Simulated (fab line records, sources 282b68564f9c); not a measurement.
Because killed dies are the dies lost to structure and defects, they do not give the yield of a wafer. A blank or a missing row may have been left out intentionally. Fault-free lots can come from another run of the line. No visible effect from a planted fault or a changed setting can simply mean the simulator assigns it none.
fab line records -- flow ritCmos
record: lots: 7, wafers: 21, lastDay: 6
route steps=202 shown ACTIVE@1
lots that met no fault: taken from a fault-free run of the same line
startH: hours from the record's opening day to when the first of the lot's shown wafers began -- waitH: hours since the lot's step before -- " the same as in the row above -- L1.1+2: a row that stands for several wafers -- - either no value or no given start -- * or withheld: withheld -- < > ~ a bound
route shown NAME@n: names a module that has steps shown in the file, with the first one's number in the route -- usual: the fault-free wafers' mean and standard deviation -- same: alike in all rows -- chamber/n: place in a boat -- sites: the reading at each site -- _std_site: their standard deviation -- _edge_site: the outer-site mean with the inner-site mean subtracted -- radiusMm: how far each site lies from the wafer's centre -- mask NAME#n: copy n -- behind: tool/chamber where the wafer was last shaped -- hold: why the lot was held/for how many hours/how that ended -- device: names the non-switching transistor (n, p or np) -- end of line: the same wafers' tests at the end of the route -- a step without rows: its recipe alone -- killed: count of dies lost to structure and defects at first sort (not the wafer's yield) -- map: the dies of a wafer, with x for killed, . for not killed, _ for no die there
set.NAME: the setting the step ran with; set.NAME@STEP: the setting that earlier step ran with -- model.NAME: the simulator's own value behind a step, which no gauge read
lots at selected steps of the route; one table per step, one row per wafer
== steps ==
step: RIT_ACTIVE_BOW_MEAS_00
recipe: mode: bow
usual: INCOMING_BOW: 0/6.3
lot.wafer,tool,chamber,startH,waitH,INCOMING_BOW[um]
L834.1,filmMetro-04,-,25.00,-,-2
L834.3,filmMetro-04,-,25.00,-,1
L834.5,filmMetro-04,-,25.00,-,7
L836.2,filmMetro-02,-,35.02,-,9
L836.3,filmMetro-02,-,35.02,-,-4
L836.4,filmMetro-02,-,35.02,-,9
L837.2,filmMetro-03,-,40.02,-,2
L837.4,filmMetro-03,-,40.02,-,-1
L837.5,filmMetro-03,-,40.02,-,0
L838.1,filmMetro-02,-,45.00,-,8
L838.4,filmMetro-02,-,45.00,-,3
L838.6,filmMetro-02,-,45.00,-,5
L841.1,filmMetro-03,-,60.00,-,2
L841.5,filmMetro-03,-,60.00,-,1
L841.6,filmMetro-03,-,60.00,-,-5
L847.3,filmMetro-02,-,90.04,-,8
L847.4,filmMetro-02,-,90.04,-,2
L847.6,filmMetro-02,-,90.04,-,0
L848.2,filmMetro-04,-,95.02,-,-10
L848.3,filmMetro-04,-,95.02,-,13
L848.5,filmMetro-04,-,95.02,-,4
step: RIT_ACTIVE_OXIDATION_01
recipe: tempC: 1010, ambient: O2, targetThkA: 468, oxTimeS: 3360
step: RIT_ACTIVE_THK_MEAS_02
recipe: reads: SiO2_of_ACTIVE_OXIDATION_01
usual: ACTIVE_OXIDE_THK: 52.2/0.93
lot.wafer,tool,chamber,startH,waitH,ACTIVE_OXIDE_THK[nm]
L834.1,filmMetro-03,-,27.82,0.0,52.8
L834.3,filmMetro-03,-,27.82,0.0,51.9
L834.5,filmMetro-03,-,27.82,0.0,52.0
L836.2,filmMetro-03,-,37.48,0.0,52.4
L836.3,filmMetro-03,-,37.48,0.0,52.6
L836.4,filmMetro-03,-,37.48,0.0,51.7
L837.2,filmMetro-03,-,44.50,0.0,49.6
L837.4,filmMetro-03,-,44.50,0.0,49.6
L837.5,filmMetro-03,-,44.50,0.0,50.3
L838.1,filmMetro-03,-,47.74,0.0,51.4
L838.4,filmMetro-03,-,47.74,0.0,51.1
L838.6,filmMetro-03,-,47.74,0.0,50.7
L841.1,filmMetro-03,-,62.52,0.0,53.0
L841.5,filmMetro-03,-,62.52,0.0,52.2
L841.6,filmMetro-03,-,62.52,0.0,52.3
L847.3,filmMetro-04,-,92.07,0.0,50.9
L847.4,filmMetro-04,-,92.07,0.0,52.5
L847.6,filmMetro-04,-,92.07,0.0,51.7
L848.2,filmMetro-02,-,97.62,0.0,50.5
L848.3,filmMetro-02,-,97.62,0.0,51.8
L848.5,filmMetro-02,-,97.62,0.0,51.4
step: RIT_ACTIVE_CVD_03
recipe: material: Si3N4, targetThkNm: 150, tempC: 810, precursor: SiH2Cl2/NH3, timeS: 1500, pressureMtorr: 300, sih2cl2FlowSccm: 60, nh3FlowSccm: 150
step: RIT_ACTIVE_THK_MEAS_04
recipe: reads: Si3N4_of_ACTIVE_CVD_03
usual: ACTIVE_NITRIDE_THK: 149.7/1.3
lot.wafer,tool,chamber,startH,waitH,ACTIVE_NITRIDE_THK[nm]
L834.1,filmMetro-02,-,30.01,0.0,150.3
L834.3,filmMetro-02,-,30.01,0.0,147.7
L834.5,filmMetro-02,-,30.01,0.0,148.6
L836.2,filmMetro-03,-,38.96,0.0,148.4
L836.3,filmMetro-03,-,38.96,0.0,149.6
L836.4,filmMetro-03,-,38.96,0.0,150.7
L837.2,filmMetro-04,-,45.98,0.0,151.2
L837.4,filmMetro-04,-,45.98,0.0,151.4
L837.5,filmMetro-04,-,45.98,0.0,150.7
L838.1,filmMetro-03,-,49.21,0.0,152.1
L838.4,filmMetro-03,-,49.21,0.0,152.3
L838.6,filmMetro-03,-,49.21,0.0,152.8
L841.1,filmMetro-03,-,64.02,0.0,149.0
L841.5,filmMetro-03,-,64.02,0.0,148.5
L841.6,filmMetro-03,-,64.02,0.0,149.6
L847.3,filmMetro-03,-,93.55,0.0,149.0
L847.4,filmMetro-03,-,93.55,0.0,147.9
L847.6,filmMetro-03,-,93.55,0.0,147.8
L848.2,filmMetro-04,-,99.10,0.0,149.1
L848.3,filmMetro-04,-,99.10,0.0,148.3
L848.5,filmMetro-04,-,99.10,0.0,148.5
step: RIT_ACTIVE_HMDS_05
recipe: primeTimeS: 60, primeTempC: 140
step: RIT_ACTIVE_COAT_06
recipe: resist: NOVOLAK, spinRpm: 3282, resistThkNm: 1000
step: RIT_ACTIVE_SOFTBAKE_07
recipe: resist: NOVOLAK, tempC: 90, timeS: 60
step: RIT_ACTIVE_EXPOSE_08
recipe: maskId: M1, na: 0.6, sourceShape: conventional, sigmaOuter: 0.6, targetCdNm: 1400, doseMj: 225
step: RIT_ACTIVE_PEB_09
recipe: resist: NOVOLAK, tempC: withheld, timeS: withheld
step: RIT_ACTIVE_DEVELOP_10
recipe: resist: NOVOLAK, developTimeS: 50, devTempC: 23
usual: chillPlateTempC: 23.00/0.1, developTimeS: 50/0, resistLineTempC: 23.02/0.1
lot.wafer,tool,chamber,startH,waitH,chillPlateTempC,developTimeS,resistLineTempC
L834.1,lithoTrack-03,0,30,-,23.03,50,23.00
L834.3,lithoTrack-03,0,30,-,22.77,50,23.02
L834.5,lithoTrack-03,0,30,-,22.93,50,23.11
L836.2,lithoTrack-03,-,39,-,-,-,-
L836.3,lithoTrack-03,-,39,-,-,-,-
L836.4,lithoTrack-03,-,39,-,-,-,-
L837.2,lithoTrack-03,-,46,-,-,-,-
L837.4,lithoTrack-03,-,46,-,-,-,-
L837.5,lithoTrack-03,-,46,-,-,-,-
L838.1,lithoTrack-03,-,50,-,-,-,-
L838.4,lithoTrack-03,-,50,-,-,-,-
L838.6,lithoTrack-03,-,50,-,-,-,-
L841.1,lithoTrack-04,0,65,-,23.10,50,23.08
L841.5,lithoTrack-04,0,65,-,23.13,50,23.13
L841.6,lithoTrack-04,0,65,-,23.04,50,23.01
L847.3,lithoTrack-02,0,94,-,23.07,50,22.98
L847.4,lithoTrack-02,0,94,-,22.95,50,23.09
L847.6,lithoTrack-02,0,94,-,22.94,50,22.98
L848.2,lithoTrack-02,0,100,-,22.84,50,23.13
L848.3,lithoTrack-02,0,100,-,23.06,50,22.95
L848.5,lithoTrack-02,0,100,-,23.06,50,23.17
step: RIT_ACTIVE_CD_MEAS_11
recipe: targetCdNm: 1400
usual: cdNm: 1400.2/2.6
lot.wafer,tool,chamber,startH,waitH,cdNm
L834.1,cdSem-01,-,30.92,-,1397.5
L834.3,cdSem-01,-,30.92,-,1396.9
L834.5,cdSem-01,-,30.92,-,1400.1
L836.2,cdSem-02,-,40.00,-,-
L836.3,cdSem-02,-,40.00,-,-
L836.4,cdSem-02,-,40.00,-,-
L837.2,cdSem-01,-,47.02,-,-
L837.4,cdSem-01,-,47.02,-,-
L837.5,cdSem-01,-,47.02,-,-
L838.1,cdSem-01,-,50.31,-,-
L838.4,cdSem-01,-,50.31,-,-
L838.6,cdSem-01,-,50.31,-,-
L841.1,cdSem-02,-,65.38,-,1402.0
L841.5,cdSem-02,-,65.38,-,1402.6
L841.6,cdSem-02,-,65.38,-,1402.3
L847.3,cdSem-02,-,94.48,-,1396.2
L847.4,cdSem-02,-,94.48,-,1397.7
L847.6,cdSem-02,-,94.48,-,1395.6
L848.2,cdSem-01,-,100.25,-,1398.9
L848.3,cdSem-01,-,100.25,-,1403.4
L848.5,cdSem-01,-,100.25,-,1402.0
== key ==
firstSign: step: RIT_ACTIVE_DEVELOP_10, reading: toolRecord, direction: missing
effect none on later readings
metAt RIT_ACTIVE_DEVELOP_10
struckWafers L836.2,L836.3,L836.4,L837.2,L837.4,L837.5,L838.1,L838.4,L838.6
laterRowsLeftOut L836.2,L836.3,L836.4,L837.2,L837.4,L837.5,L838.1,L838.4,L838.6
sortLeftOut L836.2,L836.3,L836.4,L837.2,L837.4,L837.5,L838.1,L838.4,L838.6
testerLeftOut L836,L837,L838
onsetBetween 30 39
fault: kind: skippedStepWhole, tool: lithoTrack-03, chamber: -, onsetH: 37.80, steps: RIT_ACTIVE_DEVELOP_10, scope: struckLotsOnly
testerLeftOut: of these lots the tester's yield and bins aren't shown, on N5 and GAA mostly nor the transistor test; their killed dies are dies lost to structure and defects alone, not to doping, threshold or leakage, so they don't give the yield
sortLeftOut: the simulated sort isn't trusted on such a fault, so these wafers' sort isn't shown, and their yield isn't known
laterRowsLeftOut: the simulator's readings of these wafers behind a module that went badly wrong aren't trusted and aren't shown, but for the sort
